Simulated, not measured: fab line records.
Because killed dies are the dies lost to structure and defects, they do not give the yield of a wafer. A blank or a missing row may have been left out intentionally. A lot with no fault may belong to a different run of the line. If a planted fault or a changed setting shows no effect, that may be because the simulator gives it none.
fab line records | flow rit-cmos
[record] lots = 14 wafers = 42 last-day = 7
route steps=202 shown CONTACT@176 M1@196
lots that met no fault: taken from a fault-free run of the same line
start-h: start of the lot's first displayed wafer, in hours after the record's first day | wait-h: hours from the lot's prior step to this one | " identical to the entry in the row above | L1.1+2: one row covering several wafers at once | - no value, or no start given | * or withheld: withheld | < > ~ a bound
route shown NAME@n: names a module that has steps shown in the file, with the first one's number in the route | usual: mean/standard deviation of fault-free wafers | same: alike in all rows | chamber/n: place in a boat | sites: per-site readings | _std_site: their standard deviation | _edge_site: mean of outer sites minus mean of inner sites | radius-mm: for every site, how far away it sits from the centre of the wafer | mask NAME#n: copy n | behind: the last tool/chamber to shape the wafer | hold: reason for holding the lot/hours on hold/outcome of the hold | device: the n, p or np transistor that did not switch | end of line: the tests these same wafers got at the end of their route | a step without rows: its recipe alone | killed: dies that structure and defects cost at the first sort, which is not the same as the wafer's yield | map: a wafer's dies, x killed, . not, _ none there
set.NAME: the run value of the setting; set.NAME@STEP: its run value at that earlier step | model.NAME: the simulator's own value behind a step, which no gauge read
route steps across a sampled set of lots; one table per step, one row per wafer
services: when a tool's chamber went out of use (start-h, in hours from the record's first day, below 0 if earlier), for how many hours, and the reason
[[steps]]
[step RIT_CONTACT_CD_MEAS_08]
[recipe] target-cd-nm = 1000
[usual] cd-nm = 999.8/2.5
// columns lot.wafer tool chamber start-h wait-h cd-nm
L113.2 cd-sem-02 - 76.14 - 995.8
L113.3 " - " " 996.4
L113.5 " - " " 995.6
L116.1 cd-sem-01 - 95.65 - 998.8
L116.2 " - " " 1000.1
L116.6 " - " " 998.6
L117.4 cd-sem-02 - 101.54 - 1001.1
L117.5 " - " " 1000.2
L117.6 " - " " 1001.6
L118.4 cd-sem-01 - 101.91 - 1002.1
L118.5 " - " " 999.0
L118.6 " - " " 998.3
L119.1 cd-sem-01 - 120.35 - 998.1
L119.3 " - " " 996.3
L119.4 " - " " 999.1
L120.1 cd-sem-01 - 120.71 - 1005.4
L120.3 " - " " 1004.3
L120.4 " - " " 1004.5
L123.2 cd-sem-01 - 129.47 - 1004.4
L123.4 " - " " 1004.2
L123.6 " - " " 1002.9
L125.2 cd-sem-02 - 134.50 - 1002.6
L125.3 " - " " 1001.3
L125.4 " - " " 1001.6
L124.1 cd-sem-01 - 134.70 - 1003.2
L124.3 " - " " 1002.3
L124.6 " - " " 1004.9
L126.1 cd-sem-02 - 137.62 - 998.6
L126.3 " - " " 998.4
L126.5 " - " " 999.2
L127.1 cd-sem-02 - 138.80 - 1001.9
L127.3 " - " " 1002.9
L127.5 " - " " 1002.6
L133.1 cd-sem-01 - 161.18 - 999.4
L133.3 " - " " 997.4
L133.5 " - " " 997.6
L134.2 cd-sem-01 - 166.49 - 998.1
L134.4 " - " " 1000.6
L134.6 " - " " 999.8
L135.1 cd-sem-02 - 172.69 - 998.6
L135.4 " - " " 1000.8
L135.6 " - " " 997.9
[step RIT_CONTACT_ETCH_11]
[recipe] target-depth-a = 4800 over-etch-frac = 0.2 stop-on = TiSi2 chemistry = CHF3/CF4/Ar target = SiO2 CHF3_flow_sccm = 50 cf4-flow-sccm = 10 Ar_flow_sccm = 100 O2_flow_sccm = 5 pressure-mtorr = 100 rf-w = 200 time-s = 320
[usual] drypump-motor-current-A = 5.9/0.48 oes-product-au = 0.984/0.016 run-length-s = 348.3/0.37 throttle-valve-pct = 8.89/0.13
// columns lot.wafer tool chamber start-h wait-h drypump-motor-current-A oes-product-au rf-hours-counter-h run-length-s throttle-valve-pct
L113.2 rie-diel-01 2 76.43 0.1 6.4 0.987 6 348.1 9.00
L113.3 " 3 " " 6.0 0.978 12 348.2 8.80
L113.5 " 1 " " 4.9 0.955 - 348.3 8.92
L116.1 rie-diel-04 0 96.25 0.1 6.3 0.993 2 347.7 9.15
L116.2 " 2 " " 6.0 0.991 92 347.5 8.95
L116.6 " 1 " " 5.6 0.968 - 348.6 8.81
L117.4 rie-diel-01 1 101.79 0.1 4.9 0.961 26 348.3 8.92
L117.5 " 0 " " 5.7 0.978 - 348.3 8.68
L117.6 " 3 " " 6.0 0.986 - 348.3 8.79
L118.4 rie-diel-04 3 102.15 0.1 5.8 0.965 128 348.5 9.00
L118.5 " 1 " " 5.7 0.970 - 348.3 8.81
L118.6 " 0 " " 6.3 0.987 - 347.7 9.14
L119.1 rie-diel-01 3 120.65 0.1 6.0 0.986 13 347.8 8.82
L119.3 " 1 " " 4.9 0.958 26 348.9 8.90
L119.4 " 0 " " 5.7 0.991 29 348.9 8.67
L120.1 rie-diel-02 1 121.22 0.1 5.2 0.989 121 348.6 8.91
L120.3 " 0 " " 5.8 1.007 5 348.2 8.70
L120.4 " 0 " " 5.8 1.019 - 348.7 8.71
L123.2 rie-diel-02 1 129.76 0.1 5.2 0.986 121 348.9 8.94
L123.4 " 3 " " 6.8 0.997 133 348.5 8.94
L123.6 " 0 " " 5.8 1.023 - 348.4 8.72
L125.2 rie-diel-02 3 134.89 0.1 6.7 0.981 133 476.2 8.94
L125.3 " 2 " " 6.1 1.010 35 476.7 8.76
L125.4 " 1 " " 5.2 0.981 121 476.6 8.92
L124.1 rie-diel-04 3 135.04 0.1 5.8 0.967 129 348.4 8.99
L124.3 " 2 " " 6.0 0.990 93 347.7 8.95
L124.6 " 1 " " 5.7 0.977 - 348.1 8.81
L126.1 rie-diel-01 1 138.19 0.1 4.9 0.965 26 348.4 8.91
L126.3 " 0 " " 5.7 0.984 29 348.6 8.68
L126.5 " 1 " " 5.0 0.960 - 348.2 8.91
L127.1 rie-diel-02 2 139.10 0.1 6.1 1.019 35 476.7 8.78
L127.3 " 3 " " 6.7 0.981 133 476.1 8.95
L127.5 " 2 " " 6.1 1.005 - 476.6 8.76
L133.1 rie-diel-01 0 161.48 0.1 5.7 0.986 30 348.6 8.67
L133.3 " 3 " " 6.0 0.982 14 347.7 8.81
L133.5 " 0 " " 5.7 0.989 - 348.5 8.68
L134.2 rie-diel-04 0 166.77 0.1 6.3 0.979 4 348.0 9.15
L134.4 " 1 " " 5.7 0.985 0 348.7 8.81
L134.6 " 0 " " 6.3 0.987 - 347.7 9.15
L135.1 rie-diel-04 2 173.00 0.1 6.0 0.986 93 347.5 8.94
L135.4 " 0 " " 6.3 0.984 5 347.8 9.14
L135.6 " 2 " " 6.0 0.983 - 348.0 8.96
[step RIT_CONTACT_CD_MEAS_90]
[recipe] target-cd-nm = 1000
[usual] cd-nm = 999.7/2.5
// columns lot.wafer tool chamber start-h wait-h cd-nm
L113.2 cd-sem-01 - 76.82 0.1 995.9
L113.3 " - " " 995.6
L113.5 " - " " 994.9
L116.1 cd-sem-02 - 96.62 0.1 998.5
L116.2 " - " " 999.8
L116.6 " - " " 999.2
L117.4 cd-sem-02 - 102.22 0.1 1000.3
L117.5 " - " " 1000.4
L117.6 " - " " 1000.8
L118.4 cd-sem-01 - 102.58 0.1 1002.1
L118.5 " - " " 998.5
L118.6 " - " " 998.3
L119.1 cd-sem-02 - 121.02 0.1 997.8
L119.3 " - " " 996.4
L119.4 " - " " 998.7
L120.1 cd-sem-01 - 121.59 0.1 1005.7
L120.3 " - " " 1004.5
L120.4 " - " " 1004.6
L123.2 cd-sem-01 - 130.15 0.1 1004.0
L123.4 " - " " 1004.4
L123.6 " - " " 1002.5
L125.2 cd-sem-02 - 135.28 0.1 1003.9
L125.3 " - " " 1002.7
L125.4 " - " " 1002.5
L124.1 cd-sem-01 - 135.41 0.1 1003.4
L124.3 " - " " 1002.2
L124.6 " - " " 1004.0
L126.1 cd-sem-01 - 138.56 0.1 997.5
L126.3 " - " " 998.3
L126.5 " - " " 999.6
L127.1 cd-sem-01 - 139.47 0.1 1003.3
L127.3 " - " " 1004.8
L127.5 " - " " 1004.3
L133.1 cd-sem-01 - 161.85 0.1 999.3
L133.3 " - " " 997.4
L133.5 " - " " 996.8
L134.2 cd-sem-02 - 167.16 0.1 998.6
L134.4 " - " " 1000.3
L134.6 " - " " 999.7
L135.1 cd-sem-01 - 173.37 0.1 998.1
L135.4 " - " " 1001.2
L135.6 " - " " 997.0
[step RIT_M1_METAL_ETCH_12]
[recipe] stop-on = SiO2 chemistry = Cl2/BCl3 target = Al time-s = 165 over-etch-frac = 0.5 pressure-mtorr = 100 target-depth-a = 6000 rf-w = 250 Cl2_flow_sccm = 60 bcl3-flow-sccm = 50
[usual] drypump-motor-current-A = 6.0/0.41 oes-product-au = 0.783/0.014 run-length-s = 193.3/0.36 throttle-valve-pct = 8.28/0.047
[same] time-s = 165
// columns lot.wafer tool chamber start-h wait-h drypump-motor-current-A oes-product-au rf-hours-counter-h run-length-s throttle-valve-pct
L113.2 rie-metal-01 1 79.09 0.2 6.8 0.774 31 193.0 8.30
L113.3 " 1 " " 6.8 0.779 - 193.1 8.30
L113.5 " 0 " " 5.4 0.785 - 193.7 8.19
L116.1 rie-metal-01 0 98.93 0.2 5.4 0.790 32 194.4 8.20
L116.2 " 1 " " 6.8 0.785 31 193.5 8.30
L116.6 " 1 " " 6.8 0.769 - 193.4 8.31
L117.4 rie-metal-04 1 104.58 0.1 5.6 0.800 - 192.9 8.30
L117.5 " 1 " " 5.7 0.785 - 193.0 8.32
L117.6 " 0 " " 5.9 0.781 - 192.7 8.25
L118.4 rie-metal-01 1 105.12 0.1 6.8 0.779 - 193.6 8.32
L118.5 " 1 " " 6.8 0.784 - 193.1 8.30
L118.6 " 0 " " 5.4 0.797 - 193.8 8.17
L119.1 rie-metal-02 1 124.10 0.2 6.4 0.795 4 193.3 8.27
L119.3 " 0 " " 5.8 0.768 - 193.4 8.33
L119.4 " 1 " " 6.3 0.791 - 193.5 8.25
L120.1 rie-metal-04 0 124.66 0.2 5.9 0.783 1 193.3 8.25
L120.3 " 1 " " 5.7 0.785 - 192.8 8.32
L120.4 " 0 " " 5.9 0.759 - 192.9 8.27
L123.2 rie-metal-04 0 132.64 0.2 5.9 0.763 1 193.1 8.24
L123.4 " 0 " " 5.9 0.770 - 192.8 8.26
L123.6 " 1 " " 5.7 0.799 - 193.4 8.32
L125.2 rie-metal-02 1 137.63 0.2 6.3 0.795 5 193.3 8.26
L125.3 " 0 " " 5.8 0.774 - 193.5 8.34
L125.4 " 1 " " 6.4 0.802 - 193.4 8.26
L124.1 rie-metal-04 0 137.99 0.2 5.9 0.767 1 193.0 8.26
L124.3 " 0 " " 5.9 0.761 - 193.5 8.25
L124.6 " 1 " " 5.7 0.777 - 192.7 8.31
L126.1 rie-metal-02 0 140.91 0.2 5.8 0.773 5 193.3 8.32
L126.3 " 0 " " 5.8 0.769 - 193.3 8.33
L126.5 " 0 " " 5.8 0.773 - 193.6 8.32
L127.1 rie-metal-04 1 141.85 0.2 5.7 0.794 2 193.1 8.31
L127.3 " 1 " " 5.7 0.790 - 193.4 8.28
L127.5 " 1 " " 5.7 0.784 - 192.9 8.31
L133.1 rie-metal-02 0 164.19 0.2 5.8 0.775 6 193.3 8.32
L133.3 " 0 " " 5.8 0.776 - 193.9 8.33
L133.5 " 0 " " 5.8 0.767 - 193.3 8.31
L134.2 rie-metal-01 0 169.39 0.2 5.4 0.803 0 194.1 8.18
L134.4 " 1 " " 6.8 0.790 - 193.3 8.31
L134.6 " 1 " " 6.8 0.794 - 193.3 8.31
L135.1 rie-metal-04 0 175.72 0.2 5.9 0.784 2 193.2 8.25
L135.4 " 1 " " 5.7 0.797 - 193.1 8.31
L135.6 " 0 " " 5.9 0.772 - 192.9 8.26
[step RIT_M1_PROBE_99]
[usual] killed-at-contacts = 0.1/0.23 killed-at-front-end = 6.7/2.9 killed-dies = 6.8/2.9 killed-open = 3.5/2.1 killed-short = 3.2/1.9
[same] gross-dies = 264 killed_at_M0_to_M3 = 0 killed_at_M4_up = 0 killed-at-back-side = 0 killed-at-other = 0
// columns lot.wafer tool chamber start-h wait-h killed-at-contacts killed-at-front-end killed-dies killed-open killed-short
L113.2 prober-02 - 81.39 0.1 0 11 11 7 3
L113.3 prober-02 - 81.44 0.2 0 5 5 3 2
L113.5 prober-02 - 81.54 0.2 0 6 6 1 5
L116.1 prober-01 - 101.18 0.1 0 5 5 2 3
L116.2 prober-01 - 101.23 0.1 0 5 5 1 4
L116.6 prober-01 - 101.43 0.2 0 6 6 5 1
L117.4 prober-02 - 106.93 0.2 0 4 4 3 1
L117.5 prober-02 - 106.98 0.2 0 7 7 2 5
L117.6 prober-02 - 107.03 0.2 0 9 9 5 4
L118.4 prober-01 - 108.43 0.2 0 8 8 4 4
L118.5 prober-01 - 108.48 0.2 0 6 6 3 3
L118.6 prober-01 - 108.53 0.2 0 6 6 2 4
L119.1 prober-02 - 126.53 0.1 0 15 15 8 7
L119.3 prober-02 - 126.63 0.2 0 9 9 4 5
L119.4 prober-02 - 126.68 0.2 0 7 7 4 3
L120.1 prober-01 - 128.03 0.1 0 7 7 5 2
L120.3 prober-01 - 128.13 0.2 1 9 10 9 1
L120.4 prober-01 - 128.18 0.2 0 7 7 2 5
L123.2 prober-02 - 135.92 0.1 1 9 10 4 6
L123.4 prober-02 - 136.02 0.2 0 7 7 5 2
L123.6 prober-02 - 136.12 0.2 0 6 6 4 2
L125.2 prober-01 - 139.94 0.1 0 10 10 7 3
L125.3 prober-01 - 139.99 0.2 0 8 8 4 4
L125.4 prober-01 - 140.04 0.2 1 4 5 5 0
L124.1 prober-02 - 141.39 0.1 0 11 11 6 5
L124.3 prober-02 - 141.49 0.2 0 11 11 5 6
L124.6 prober-02 - 141.64 0.2 0 7 7 5 2
L126.1 prober-01 - 143.18 0.1 0 6 6 3 3
L126.3 prober-01 - 143.28 0.2 0 7 7 2 5
L126.5 prober-01 - 143.38 0.2 0 4 4 1 3
L127.1 prober-02 - 144.68 0.1 0 12 12 5 7
L127.3 prober-02 - 144.78 0.2 0 4 4 3 1
L127.5 prober-02 - 144.88 0.2 0 3 3 2 1
L133.1 prober-02 - 166.45 0.1 0 3 3 2 1
L133.3 prober-02 - 166.55 0.2 0 5 5 2 3
L133.5 prober-02 - 166.65 0.2 0 7 7 3 4
L134.2 prober-01 - 171.71 0.1 1 4 5 0 5
L134.4 prober-01 - 171.81 0.2 0 5 5 3 2
L134.6 prober-01 - 171.91 0.2 0 9 9 3 6
L135.1 prober-02 - 177.98 0.1 0 6 6 3 3
L135.4 prober-02 - 178.13 0.2 0 5 5 2 3
L135.6 prober-02 - 178.23 0.2 0 2 2 1 1
// killed by level:class
L113.2 GATE:geometric-particle:open=4 REOX:geometric-particle:open=1 FOX1:geometric-particle:short=1 FOX1:geometric-particle:open=1 GATE:geometric-particle:short=1 SPACER:geometric-particle:short=1 SILICIDE:geometric-particle:open=1 NSD:coat-microbubble-printed=1
L113.3 FOX1:geometric-particle:open=2 FOX2:geometric-particle:short=2 SPACER:geometric-particle:open=1
L113.5 GATE:geometric-particle:short=4 GATE:geometric-particle:open=1 FOX2:geometric-particle:short=1
L116.1 GATE:geometric-particle:short=2 REOX:geometric-particle:open=1 SILICIDE:geometric-particle:open=1 SILICIDE:geometric-particle:short=1
L116.2 FOX2:geometric-particle:short=2 FOX1:geometric-particle:short=1 GATE:geometric-particle:open=1 GATE:geometric-particle:short=1
L116.6 FOX1:geometric-particle:open=2 GATE:geometric-particle:short=1 GATE:geometric-particle:open=1 REOX:geometric-particle:open=1 SPACER:geometric-particle:open=1
L117.4 SPACER:geometric-particle:open=2 GATE:geometric-particle:open=1 REOX:geometric-particle:short=1
L117.5 REOX:geometric-particle:short=2 FOX1:geometric-particle:short=1 FOX1:geometric-particle:open=1 GATE:geometric-particle:short=1 SPACER:geometric-particle:open=1 SILICIDE:geometric-particle:short=1
L117.6 GATE:geometric-particle:short=2 SPACER:geometric-particle:open=2 FOX1:geometric-particle:short=1 GATE:geometric-particle:open=1 REOX:geometric-particle:open=1 SPACER:geometric-particle:short=1 SILICIDE:geometric-particle:open=1
L118.4 FOX1:geometric-particle:open=2 GATE:geometric-particle:short=2 GATE:geometric-particle:open=1 REOX:geometric-particle:short=1 SPACER:geometric-particle:open=1 SPACER:geometric-particle:short=1
L118.5 GATE:geometric-particle:short=2 REOX:geometric-particle:open=2 GATE:geometric-particle:open=1 SPACER:geometric-particle:short=1
L118.6 FOX1:geometric-particle:short=2 GATE:geometric-particle:short=1 GATE:geometric-particle:open=1 SPACER:geometric-particle:open=1 SILICIDE:geometric-particle:short=1
L119.1 SPACER:geometric-particle:short=3 GATE:geometric-particle:short=2 REOX:geometric-particle:open=2 REOX:geometric-particle:short=2 SPACER:geometric-particle:open=2 SILICIDE:geometric-particle:open=2 FOX2:geometric-particle:open=1 GATE:geometric-particle:open=1
L119.3 GATE:geometric-particle:open=3 REOX:geometric-particle:short=2 FOX1:geometric-particle:short=1 FOX1:geometric-particle:open=1 FOX2:geometric-particle:short=1 GATE:geometric-particle:short=1
L119.4 FOX1:geometric-particle:short=1 FOX1:geometric-particle:open=1 GATE:geometric-particle:short=1 GATE:geometric-particle:open=1 REOX:geometric-particle:open=1 SPACER:geometric-particle:short=1 SILICIDE:geometric-particle:open=1
L120.1 SPACER:geometric-particle:open=2 FOX2:geometric-particle:open=1 GATE:geometric-particle:short=1 REOX:geometric-particle:open=1 REOX:geometric-particle:short=1 SILICIDE:geometric-particle:open=1
L120.3 SILICIDE:geometric-particle:open=3 GATE:geometric-particle:open=2 REOX:geometric-particle:open=2 FOX1:geometric-particle:open=1 GATE:geometric-particle:short=1 CONTACT:geometric-particle:open=1
L120.4 GATE:geometric-particle:short=3 FOX1:geometric-particle:short=1 FOX2:geometric-particle:short=1 GATE:geometric-particle:open=1 REOX:geometric-particle:open=1
L123.2 GATE:geometric-particle:short=4 SILICIDE:geometric-particle:open=3 GATE:geometric-particle:open=1 SILICIDE:geometric-particle:short=1 CONTACT:geometric-particle:short=1
L123.4 FOX2:geometric-particle:open=2 GATE:geometric-particle:short=1 REOX:geometric-particle:open=1 SPACER:geometric-particle:open=1 SILICIDE:geometric-particle:open=1 SILICIDE:geometric-particle:short=1
L123.6 SPACER:geometric-particle:open=3 FOX1:geometric-particle:open=1 FOX2:geometric-particle:short=1 SILICIDE:geometric-particle:short=1
L125.2 REOX:geometric-particle:open=3 GATE:geometric-particle:open=2 FOX1:geometric-particle:short=1 FOX2:geometric-particle:open=1 GATE:geometric-particle:short=1 SILICIDE:geometric-particle:short=1 SILICIDE:geometric-particle:open=1
L125.3 SILICIDE:geometric-particle:short=2 SILICIDE:geometric-particle:open=2 FOX1:geometric-particle:open=1 GATE:geometric-particle:short=1 GATE:geometric-particle:open=1 SPACER:geometric-particle:short=1
L125.4 GATE:geometric-particle:open=4 CONTACT:geometric-particle:open=1
L124.1 GATE:geometric-particle:open=4 GATE:geometric-particle:short=4 FOX1:geometric-particle:open=1 FOX2:geometric-particle:short=1 SILICIDE:geometric-particle:open=1
L124.3 GATE:geometric-particle:short=3 GATE:geometric-particle:open=2 SPACER:geometric-particle:short=2 SPACER:geometric-particle:open=2 FOX1:geometric-particle:open=1 FOX1:geometric-particle:short=1
L124.6 SPACER:geometric-particle:open=3 FOX1:geometric-particle:short=1 GATE:geometric-particle:open=1 SPACER:geometric-particle:short=1 SILICIDE:geometric-particle:open=1
L126.1 GATE:geometric-particle:open=2 FOX1:geometric-particle:short=1 GATE:geometric-particle:short=1 REOX:geometric-particle:open=1 SILICIDE:geometric-particle:short=1
L126.3 GATE:geometric-particle:open=2 REOX:geometric-particle:short=2 ACTIVE:geometric-particle:short=1 FOX1:geometric-particle:short=1 GATE:geometric-particle:short=1
L126.5 FOX1:geometric-particle:open=1 GATE:geometric-particle:short=1 REOX:geometric-particle:short=1 SPACER:geometric-particle:short=1
L127.1 FOX2:geometric-particle:short=3 GATE:geometric-particle:open=3 GATE:geometric-particle:short=2 FOX1:geometric-particle:short=1 FOX1:geometric-particle:open=1 SILICIDE:geometric-particle:open=1 SILICIDE:geometric-particle:short=1
L127.3 FOX1:geometric-particle:open=1 FOX2:geometric-particle:open=1 GATE:geometric-particle:short=1 GATE:geometric-particle:open=1
L127.5 FOX1:geometric-particle:open=1 GATE:geometric-particle:open=1 REOX:geometric-particle:short=1
L133.1 FOX2:geometric-particle:short=1 GATE:geometric-particle:open=1 SILICIDE:geometric-particle:open=1
L133.3 GATE:geometric-particle:short=2 FOX2:geometric-particle:open=1 GATE:geometric-particle:open=1 SPACER:geometric-particle:short=1
L133.5 GATE:geometric-particle:short=2 GATE:geometric-particle:open=2 REOX:geometric-particle:open=1 REOX:geometric-particle:short=1 SPACER:geometric-particle:short=1
L134.2 REOX:geometric-particle:short=2 SPACER:geometric-particle:short=2 CONTACT:geometric-particle:short=1
L134.4 SPACER:geometric-particle:open=2 SPACER:geometric-particle:short=2 REOX:geometric-particle:open=1
L134.6 REOX:geometric-particle:short=2 SPACER:geometric-particle:short=2 FOX1:geometric-particle:open=1 FOX1:geometric-particle:short=1 GATE:geometric-particle:open=1 GATE:geometric-particle:short=1 REOX:geometric-particle:open=1
L135.1 GATE:geometric-particle:short=2 SPACER:geometric-particle:open=2 GATE:geometric-particle:open=1 REOX:geometric-particle:short=1
L135.4 GATE:geometric-particle:short=1 REOX:geometric-particle:open=1 REOX:geometric-particle:short=1 SILICIDE:geometric-particle:short=1 SILICIDE:geometric-particle:open=1
L135.6 GATE:geometric-particle:open=1 REOX:geometric-particle:short=1
[[services]]
// columns tool chamber start-h hours kind
rie-metal-01 - 90.22 0.6 repair
rie-metal-02 - 103.16 2.8 pm
rie-diel-02 3 119.71 7.9 repair
rie-metal-01 - 136.12 20.0 pm
rie-metal-01 0 136.12 20.0 vent-cycle
rie-metal-01 1 136.12 20.0 vent-cycle
rie-diel-04 1 137.29 - clean
rie-diel-04 1 137.29 15.5 scheduled-down
rie-diel-04 1 137.29 15.5 vent-cycle
rie-diel-04 2 139.74 10.5 repair
rie-metal-01 0 156.12 - clean
rie-metal-01 1 156.12 - clean
[[key]]
[first-sign] step = RIT_CONTACT_ETCH_11 reading = run-length-s direction = up sigmas = 99+ usual = * struck = *
effect none on later readings
met-at RIT_CONTACT_ETCH_11
struck-lots L125,L127
tester-left-out L125,L127
not-acting-at RIT_CONTACT_CD_MEAS_08,RIT_CONTACT_CD_MEAS_90,RIT_M1_METAL_ETCH_12
onset-between 129.76 134.89
[fault] kind = process-parameter-drift tool = rie-diel-02 chamber = - onset-h = 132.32 steps = RIT_CONTACT_ETCH_11 channel = time-s offset = * shape = step end-h = 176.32 acts-in = * stated = *
// tester-left-out: of these lots the tester's yield and bins aren't shown, on N5 and GAA mostly nor the transistor test; their killed dies are dies lost to structure and defects alone, not to doping, threshold or leakage, so they don't give the yield
